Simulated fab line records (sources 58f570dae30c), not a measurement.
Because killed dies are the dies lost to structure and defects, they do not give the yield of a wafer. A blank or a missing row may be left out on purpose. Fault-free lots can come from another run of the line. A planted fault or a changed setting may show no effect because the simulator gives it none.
Chamber matching ; flow berkeley_cmos170 ; rie_si-01 running UCB170_GATE_ETCH_15: 4 sister chambers
The step etches poly-Si in HBr/Cl2, stops on SiO2, time 56.3 s, target depth 278.2 nm. 4 wafers are shown with their chamber, then 12 later ones without.

WAFERS WITH THEIR CHAMBER
wafer;chamber;throttle_valve_pct (%)
L086.6;1;26.79
L087.6;2;26.69
L091.4;0;26.11
L091.5;3;26.42

WAFERS WHOSE CHAMBER IS MISSING
wafer;throttle_valve_pct (%)
L092.4;26.45
L092.5;26.70
L092.6;26.80
L095.1;26.81
L095.5;26.68
L095.6;26.80
L097.1;26.09
L097.2;26.43
L097.3;26.69
L097.4;26.80
L097.5;26.69
L097.6;26.81

THE CHAMBER EACH PASSED THROUGH
wafer;from the rows above;in truth
L092.4;3;3
L092.5;2;2
L092.6;1;1
L095.1;1;1
L095.5;2;2
L095.6;1;1
L097.1;0;0
L097.2;3;3
L097.3;2;2
L097.4;1;1
L097.5;2;2
L097.6;1;1
12 of 12 placed correctly. Not placeable from these rows: 0. Placed wrongly: 0.
How it was worked out, from the rows above alone: a wafer's distance from a chamber is the root of the sum, over the readings, of the square of ((its reading less the chamber's mean) divided by the reading's scatter). If the next closest chamber is less than 2 further off than the closest, the wafer can't be placed; otherwise it belongs to the closest. Each chamber's mean is taken over the wafers shown for it. The scatter: with one shown wafer a chamber, the root of the mean of the squares of how far each hidden wafer lies from its nearest shown one.
